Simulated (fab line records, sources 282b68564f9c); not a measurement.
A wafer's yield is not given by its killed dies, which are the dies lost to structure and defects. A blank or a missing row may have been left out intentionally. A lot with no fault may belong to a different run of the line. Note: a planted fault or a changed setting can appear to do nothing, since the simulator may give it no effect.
Problem report, 8D (eight disciplines) form, completed by code / flow rit cmos / the parts of the form that need people (team, actions taken, sign-off) are left out

1. THE PROBLEM
M1_AL_RS at RIT_M1_RS_MEAS_01 reads a mean of 0.0796 ohm/sq on 9 wafers of 3 lots; wafers without a fault read 0.0734 ohm/sq with a standard deviation of 0.00087. Relative to the usual mean, that is a shift of +7.1 standard deviations.
The step: measures by four-point-probe.
Earliest sighting: wafer L336.2 on film metro-04 at day 6 11:18. The record holds 39 wafers of 13 lots with a number at this step. The rule behind "out" and "out of limits": a value lying over 4 standard deviations away from the usual mean. The other wafers with a number count as sound.

2. WHAT IT IS AND WHAT IT IS NOT
question=which readings at this step | is=M1_AL_RS | is not=-
question=which lots | is=L336, L337, L338 | is not=L326, L327, L328, L332, L340, L342, L343, L344, L346, L348
question=which wafers of those lots | is=all that have a number | is not=-
question=read on which gauges | is=film metro-01, film metro-04 | is not=film metro-02
question=when | is=from day 6 11:18 | is not=up to then (12 sound wafers); but 18 sound wafers of L340, L342, L343, L344, L346, L348 came after

3. THE SUSPECTS, EACH WITH WHAT RULES IT OUT
Counting: any tool at a process step up to the reading is kept as a suspect provided that every lot that is out went through it and no sound lot did after the first of them.
- ruled out: the gauge at RIT_M1_RS_MEAS_01. 2 gauges (film metro-01, film metro-04) read the wafers that are out.
- pvd sputter-01 at RIT_M1_SPUTTER_00 (material Al, target thk 400 nm, time 500 s): kept. It ran every lot that is out, first L336 (day 6 10:59), and no sound lot after that; its last sound lot up to then is L332 (day 5 05:46).
The count leaves pvd sputter-01 at RIT_M1_SPUTTER_00.

4. THE CAUSE (what the simulator had put in)
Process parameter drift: pvd sputter-01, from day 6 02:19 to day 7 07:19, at RIT_M1_SPUTTER_00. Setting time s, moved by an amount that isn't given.
This tool alone remained once counting was done.

5. THE EFFECT CHAIN, in route order
Each row: a reading whose mean over the struck wafers that have a number lies more than 3 standard deviations from the usual. Only readings for which the record gives a usual standard deviation are gone through. hours: the time from each lot's start at the first step in this table that gives one to its start at this step, as a median over the lots. sigmas: the change in usual standard deviations.
hours=0; step=RIT_M1_RS_MEAS_01; reading=M1_AL_RS; usual=0.0734 ohm/sq; on struck wafers=0.0796; change=+0.0062; sigmas=+7.1
hours=0; step=RIT_M1_THK_MEAS_02; reading=M1_AL_THK; usual=392 nm; on struck wafers=360; change=-32; sigmas=-6.7
hours=2; step=RIT_M1_METAL_ETCH_12; reading=oes product au; usual=0.767 a.u.; on struck wafers=0.734; change=-0.033; sigmas=-3.4
It contains these process steps:
- RIT_M1_METAL_ETCH_12: etches Al in Cl2/BCl3, stops on SiO2, time 165 s, target depth 600 nm.

6. HOW IT WOULD HAVE BEEN CAUGHT EARLIER
9 hours passed between the start of the fault at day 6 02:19 and the first reading out of limits at a measuring or inspecting step in this record, taken at day 6 11:18.
An alarm limit of 4 standard deviations would not have fired on the tool readings at RIT_M1_SPUTTER_00 for which the record gives a usual standard deviation, since none of them was out on any struck wafer.
Lots out: 3; of these, L337, L338 started RIT_M1_SPUTTER_00 on pvd sputter-01 after day 6 11:18. A hold on the tool at that time would have spared those 2.
